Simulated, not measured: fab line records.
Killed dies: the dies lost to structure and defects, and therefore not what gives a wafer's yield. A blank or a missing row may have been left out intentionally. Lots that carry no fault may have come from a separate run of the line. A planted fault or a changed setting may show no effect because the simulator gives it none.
fab line records    flow berkeleyCmos170
record lots=7  wafers=21  lastDay=11
route steps=331 shown M2@277
lots that met no fault: from a run of the same line without faults
startH: the number of hours between the record's first day and the start of the first shown wafer of the lot    waitH: hours from the lot's prior step to this one    " as in the row above    L1.1+2: a single row standing in for several wafers    - no value present, or no start provided    * or withheld: withheld    < > ~ a bound
route shown NAME@n: a module of which the file shows steps, and the number in the route of the first    usual: mean and standard deviation over wafers with no fault    same: alike in all rows    chamber/n: place in a boat    sites: each site's reading    _std_site: their standard deviation    _edge_site: mean of outer sites minus mean of inner sites    radiusMm: how far each site lies from the wafer's centre    mask NAME#n: copy n    behind: the most recent tool/chamber to have shaped the wafer    hold: cause of the lot's hold/its duration in hours/its outcome    device: names the non-switching transistor (n, p or np)    end of line: the route-end tests of the same wafers    a step without rows: its recipe alone    killed: dies that structure and defects cost at the first sort, which is not the same as the wafer's yield    map: shows each die of a wafer: x if killed, . if not, _ if none is there
set.NAME: the run value of the setting; set.NAME@STEP: its run value at that earlier step    model.NAME: the simulator's own value behind a step, which no gauge read
certain route steps with their lots: each step a table, each wafer a row
services: a tool's chamber out of use, with start hour (startH, from the record's first day; less than 0 if before it), hours out, and reason
## steps
# step UCB170_M2_SOFTBAKE_06
# recipe resist=KrF  tempC=130  timeS=60
# step UCB170_M2_STRIP_07
# recipe chemistry=O2  powerW=400  pressureMtorr=3500  platenTempC=withheld  o2FlowSccm=400  overashFraction=0.5
# usual drypumpMotorCurrentA=5.56/0.27  o2FlowSccm=399.9/1  oesProductAu=0.735/0.0048  stripTimeToEndpointS=21.95/0.057
lot.wafer  tool            chamber  startH  waitH  drypumpMotorCurrentA  o2FlowSccm  oesProductAu  rfHoursCounterH  stripTimeToEndpointS
L735.1     plasmaAsher-02  0        153.46  0.1    5.55                  400.6       0.727         39               22.00
L735.3     "               0        "       "      5.56                  399.2       0.738         -                21.96
L735.4     "               1        "       "      5.51                  400.2       0.740         -                21.99
L737.1     plasmaAsher-02  1        169.72  0.1    5.52                  400.5       0.731         41               21.97
L737.2     "               0        "       "      5.54                  400.4       0.737         41               22.04
L737.3     "               1        "       "      5.51                  399.7       0.724         -                21.99
L743.1     plasmaAsher-04  1        198.56  0.1    5.23                  400.4       0.730         55               21.85
L743.2     "               0        "       "      6.03                  399.1       0.733         55               21.96
L743.4     "               0        "       "      6.04                  398.6       0.745         -                21.91
L747.1     plasmaAsher-01  1        205.59  0.1    5.38                  399.7       0.730         49               21.94
L747.2     "               0        "       "      5.47                  400.9       0.745         49               22.00
L747.3     "               1        "       "      5.38                  399.0       0.744         -                22.05
L746.1     plasmaAsher-04  0        210.17  0.1    6.03                  398.9       0.729         56               21.96
L746.3     "               0        "       "      6.02                  398.4       0.731         -                21.99
L746.6     "               1        "       "      5.22                  399.5       0.740         -                21.91
L749.1     plasmaAsher-04  0        228.22  0.1    6.01                  398.6       0.736         58               21.95
L749.2     "               1        "       "      5.24                  400.3       0.732         58               21.96
L749.4     "               0        "       "      6.00                  398.1       0.733         -                21.92
L756.1     plasmaAsher-04  1        266.54  0.1    5.22                  401.7       0.735         62               21.95
L756.3     "               1        "       "      5.23                  400.9       0.738         -                21.91
L756.4     "               0        "       "      6.05                  401.4       0.737         -                21.90
# step UCB170_M2_STRIP_08
# recipe chemistry=DMSO  tempC=80  timeS=600  material=KrF
# step UCB170_M2_COAT_09
# recipe resist=BARC  tempC=withheld  timeS=withheld  spinRpm=3000  resistThkNm=withheld
# step UCB170_M2_COAT_10
# recipe resist=KrF  spinRpm=1500  resistThkNm=900
# step UCB170_M2_SOFTBAKE_11
# recipe resist=KrF  tempC=130  timeS=60
# step UCB170_M2_EXPOSE_12
# recipe maskId=METAL2  targetCdNm=700  na=0.5  sigmaOuter=0.6  sourceShape=conventional  doseMj=26
# step UCB170_M2_PEB_13
# recipe pebTempC=130  pebTimeS=withheld  resist=KrF
# step UCB170_M2_DEVELOP_14
# recipe developer=TMAH  developTimeS=45  resist=KrF  devTempC=21
# step UCB170_M2_CD_MEAS_15
# recipe targetCdNm=700
# usual cdNm=700.1/1.6
lot.wafer  tool      chamber  startH  waitH  cdNm
L735.1     cdSem-02  -        154.94  -      701.7
L735.3     "         -        "       "      704.1
L735.4     "         -        "       "      702.5
L737.1     cdSem-02  -        171.29  -      702.5
L737.2     "         -        "       "      701.3
L737.3     "         -        "       "      702.1
L743.1     cdSem-01  -        199.95  -      701.0
L743.2     "         -        "       "      701.2
L743.4     "         -        "       "      699.9
L747.1     cdSem-02  -        207.21  -      699.6
L747.2     "         -        "       "      697.1
L747.3     "         -        "       "      698.6
L746.1     cdSem-01  -        211.52  -      700.5
L746.3     "         -        "       "      698.7
L746.6     "         -        "       "      699.8
L749.1     cdSem-02  -        229.77  -      702.3
L749.2     "         -        "       "      703.7
L749.4     "         -        "       "      702.8
L756.1     cdSem-01  -        268.70  -      698.8
L756.3     "         -        "       "      697.6
L756.4     "         -        "       "      699.1
# step UCB170_M2_OVL_MEAS_16
# usual M2_OVL=2/4.7
lot.wafer  tool        chamber  startH  waitH  M2_OVL[nm]
L735.1     overlay-01  -        155.06  0.1    9
L735.3     "           -        "       "      8
L735.4     "           -        "       "      9
L737.1     overlay-02  -        171.41  0.1    2
L737.2     "           -        "       "      8
L737.3     "           -        "       "      3
L743.1     overlay-02  -        200.07  0.1    2
L743.2     "           -        "       "      -2
L743.4     "           -        "       "      6
L747.1     overlay-02  -        207.35  0.1    8
L747.2     "           -        "       "      3
L747.3     "           -        "       "      5
L746.1     overlay-02  -        211.64  0.1    7
L746.3     "           -        "       "      6
L746.6     "           -        "       "      3
L749.1     overlay-01  -        229.89  0.1    0
L749.2     "           -        "       "      -8
L749.4     "           -        "       "      -2
L756.1     overlay-02  -        268.82  0.1    12
L756.3     "           -        "       "      9
L756.4     "           -        "       "      15
# step UCB170_M2_ETCH_17
# recipe chemistry=N2/H2  targetDepthA=withheld  overetchA=withheld  target=BARC  timeS=withheld  sourceW=500  biasW=100  pressureMtorr=30  n2FlowSccm=100  h2FlowSccm=200
# usual drypumpMotorCurrentA=5.8/0.48  oesProductAu=1.00/0.031  throttleValvePct=13.39/0.22
lot.wafer  tool        chamber  startH  waitH  drypumpMotorCurrentA  oesProductAu  throttleValvePct
L735.1     rieDiel-02  1        155.09  0.0    5.4                   1.01          13.08
L735.3     "           3        "       "      5.7                   1.01          13.49
L735.4     "           0        "       "      5.5                   0.99          13.67
L737.1     rieDiel-01  1        171.44  0.0    6.0                   1.05          13.45
L737.2     "           3        "       "      6.5                   1.00          13.52
L737.3     "           0        "       "      5.7                   0.95          13.48
L743.1     rieDiel-02  2        200.11  0.0    5.4                   1.05          12.86
L743.2     "           1        "       "      5.4                   1.01          13.08
L743.4     "           3        "       "      5.8                   0.99          13.49
L747.1     rieDiel-02  3        207.38  0.0    5.7                   0.99          13.49
L747.2     "           0        "       "      5.5                   1.01          13.69
L747.3     "           3        "       "      5.8                   0.98          13.49
L746.1     rieDiel-01  0        211.68  0.0    5.7                   0.95          13.47
L746.3     "           2        "       "      5.1                   1.04          13.15
L746.6     "           1        "       "      6.0                   1.03          13.44
L749.1     rieDiel-03  3        229.92  0.0    5.7                   1.02          13.26
L749.2     "           2        "       "      6.6                   0.96          13.54
L749.4     "           0        "       "      6.7                   0.98          13.42
L756.1     rieDiel-01  1        268.86  0.0    6.0                   1.05          13.45
L756.3     "           2        "       "      5.1                   1.05          13.17
L756.4     "           0        "       "      5.7                   0.94          13.48
# step UCB170_M2_METAL_ETCH_18
# recipe chemistry=Cl2/BCl3  target=Al  stopOn=SiO2  pressureMtorr=12  targetDepthA=11700  overEtchFrac=0.3  timeS=195  icpW=600  biasW=120  Cl2_flow_sccm=90  bcl3FlowSccm=45
# usual drypumpMotorCurrentA=5.6/0.38  oesProductAu=0.853/0.0076  runLengthS=223.3/0.5  throttleValvePct=24.39/0.13
lot.wafer  tool         chamber  startH  waitH  drypumpMotorCurrentA  oesProductAu  rfHoursCounterH  runLengthS  throttleValvePct  model.KrF_of_M2_COAT_10.thkNm  model.M2.featureDepthNm  model.etch.depthNm
L735.1     rieMetal-03  1        155.14  -      6.1                   0.855         0                223.6       24.20             245.8                          940.4                    886.9
L735.3     "            0        "       "      5.4                   0.855         -                223.0       24.20             219.2                          961.8                    904.6
L735.4     "            1        "       "      6.1                   0.866         -                223.8       24.20             241.4                          964.4                    910.9
L737.1     rieMetal-02  0        171.48  -      4.8                   0.856         11               223.5       24.40             200                            949.1                    891.8
L737.2     "            1        "       "      5.6                   0.861         8                222.3       24.50             189.8                          951.4                    892.7
L737.3     "            0        "       "      4.8                   0.856         -                223.3       24.41             198.2                          951.3                    893.9
L743.1     rieMetal-02  0        200.15  -      4.8                   1.031         12               133.9       24.31             507                            652.7                    652.7
L743.2     "            1        "       "      5.6                   1.039         9                133.3       24.40             502.1                          660.9                    660.9
L743.4     "            1        "       "      5.6                   1.037         -                133.0       24.40             498.3                          665.8                    665.8
L747.1     rieMetal-02  0        207.45  -      4.8                   1.030         12               133.9       24.32             508.4                          654.4                    654.4
L747.2     "            1        "       "      5.6                   1.034         9                132.9       24.43             499.9                          668.8                    668.8
L747.3     "            0        "       "      4.8                   1.035         -                133.9       24.30             512.6                          651.5                    651.5
L746.1     rieMetal-02  1        211.72  -      5.6                   1.031         9                132.9       24.41             510.4                          658.2                    658.2
L746.3     "            1        "       "      5.6                   1.036         -                132.9       24.43             505.3                          653.4                    653.4
L746.6     "            1        "       "      5.6                   1.021         -                133.4       24.41             508.5                          653.4                    653.4
L749.1     rieMetal-03  0        229.96  -      5.5                   0.837         12               223.6       24.20             214.3                          941.8                    884.6
L749.2     "            1        "       "      6.2                   0.851         2                223.7       24.22             249                            954.9                    901.8
L749.4     "            0        "       "      5.4                   0.858         -                223.0       24.20             213.7                          956.3                    899.1
L756.1     rieMetal-04  1        268.90  -      5.7                   0.840         9                223.6       24.46             231                            939.5                    884.4
L756.3     "            1        "       "      5.6                   0.851         -                223.3       24.48             231.7                          958.9                    903.9
L756.4     "            0        "       "      5.8                   0.842         -                223.4       24.47             205.4                          938.7                    882.2
# step UCB170_M2_STRIP_19
# recipe chemistry=O2  powerW=400  pressureMtorr=3500  platenTempC=withheld  o2FlowSccm=400  overashFraction=0.5
# usual drypumpMotorCurrentA=5.55/0.27  o2FlowSccm=399.8/1.1  oesProductAu=0.547/0.023
lot.wafer  tool            chamber  startH  waitH  drypumpMotorCurrentA  o2FlowSccm  oesProductAu  rfHoursCounterH
L735.1     plasmaAsher-02  0        155.32  0.1    5.55                  399.7       0.585         40
L735.3     "               0        "       "      5.55                  400.3       0.555         -
L735.4     "               1        "       "      5.50                  399.6       0.580         -
L737.1     plasmaAsher-04  0        171.67  0.1    6.04                  399.4       0.536         52
L737.2     "               1        "       "      5.22                  400.1       0.518         52
L737.3     "               0        "       "      6.01                  400.5       0.527         -
L743.1     plasmaAsher-04  1        200.34  0.1    5.23                  400.4       0.724         55
L743.2     "               0        "       "      6.03                  400.3       0.724         55
L743.4     "               1        "       "      5.23                  401.1       0.715         -
L747.1     plasmaAsher-01  1        207.64  0.1    5.38                  398.1       0.723         49
L747.2     "               0        "       "      5.48                  398.5       0.725         49
L747.3     "               1        "       "      5.40                  399.7       0.720         -
L746.1     plasmaAsher-02  0        212.10  0.3    5.57                  400.1       0.722         46
L746.3     "               0        "       "      5.58                  400.4       0.713         -
L746.6     "               1        "       "      5.58                  400.0       0.722         -
L749.1     plasmaAsher-04  1        230.15  0.1    5.23                  398.6       0.552         59
L749.2     "               0        "       "      6.03                  398.6       0.577         59
L749.4     "               1        "       "      5.24                  401.5       0.545         -
L756.1     plasmaAsher-04  0        269.09  0.1    6.02                  399.6       0.568         63
L756.3     "               1        "       "      5.23                  399.9       0.566         -
L756.4     "               0        "       "      6.04                  402.5       0.535         -
# step UCB170_M2_CD_MEAS_90
# recipe targetCdNm=700
# usual cdNm=702/3.8
lot.wafer  tool      chamber  startH  waitH  cdNm
L735.1     cdSem-02  -        155.42  0.1    709
L735.3     "         -        "       "      698
L735.4     "         -        "       "      709
L737.1     cdSem-01  -        171.77  0.1    705
L737.2     "         -        "       "      704
L737.3     "         -        "       "      703
L743.1     cdSem-02  -        200.44  0.1    721
L743.2     "         -        "       "      728
L743.4     "         -        "       "      725
L747.1     cdSem-01  -        207.74  0.1    720
L747.2     "         -        "       "      727
L747.3     "         -        "       "      720
L746.1     cdSem-02  -        212.20  0.1    727
L746.3     "         -        "       "      725
L746.6     "         -        "       "      724
L749.1     cdSem-02  -        230.25  0.1    696
L749.2     "         -        "       "      708
L749.4     "         -        "       "      697
L756.1     cdSem-01  -        269.19  0.1    702
L756.3     "         -        "       "      702
L756.4     "         -        "       "      705
## services
tool            chamber  startH  hours  kind
rieDiel-03      1        133.11  6.4    repair
rieMetal-02     -        152.13  0.6    repair
rieMetal-04     -        166.00  1.3    repair
rieDiel-02      0        168.80  -      clean
rieDiel-02      0        168.80  14.3   scheduledDown
rieDiel-02      0        168.80  14.3   ventCycle
plasmaAsher-01  -        168.90  10.0   pm
plasmaAsher-02  -        205.49  1.3    repair
rieDiel-02      1        205.79  10.0   repair
rieDiel-02      2        206.95  8.6    repair
rieMetal-02     0        207.64  -      clean
rieMetal-02     0        207.64  12.8   scheduledDown
rieMetal-02     0        207.64  12.8   ventCycle
rieDiel-01      0        228.09  6.7    repair
rieDiel-02      0        235.37  4.8    repair
rieDiel-01      -        240.44  1.0    repair
rieMetal-02     -        252.43  1.8    repair
rieDiel-02      1        253.60  7.4    repair
plasmaAsher-01  -        264.52  3.0    repair
plasmaAsher-01  -        267.10  2.1    repair
rieDiel-02      3        267.77  -      clean
## key
firstSign step=UCB170_M2_METAL_ETCH_18  reading=runLengthS  direction=down  sigmas=99+  usual=*  struck=*
effect step=UCB170_M2_METAL_ETCH_18  reading=oesProductAu  direction=up  sigmas=24  usual=0.853  struck=1.033
effect step=UCB170_M2_STRIP_19  reading=oesProductAu  direction=up  sigmas=7.4  usual=0.547  struck=0.721
effect step=UCB170_M2_CD_MEAS_90  reading=cdNm  direction=up  sigmas=5.9  usual=702  struck=724
modelEffect step=UCB170_M2_METAL_ETCH_18  value=KrF_of_M2_COAT_10.thkNm  without=183.5  struck=505.8
metAt UCB170_M2_METAL_ETCH_18
struckWafers L743.1,L743.2,L743.4,L746.1,L746.3,L746.6,L747.1,L747.2,L747.3
laterRowsLeftOut L743.1,L743.2,L743.4,L746.1,L746.3,L746.6,L747.1,L747.2,L747.3
sortLeftOut L743.1,L743.2,L743.4,L746.1,L746.3,L746.6,L747.1,L747.2,L747.3
onsetBetween 171.48 200.15
fault kind=processParameterDrift  tool=rieMetal-02  chamber=-  onsetH=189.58  steps=UCB170_M2_METAL_ETCH_18  channel=timeS  offset=*  shape=step  endH=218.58  actsIn=*  stated=*
# sortLeftOut: the simulated sort isn't trusted on such a fault, so these wafers' sort isn't shown, and their yield isn't known
# laterRowsLeftOut: the simulator's readings of these wafers behind a module that went badly wrong aren't trusted and aren't shown, but for the sort
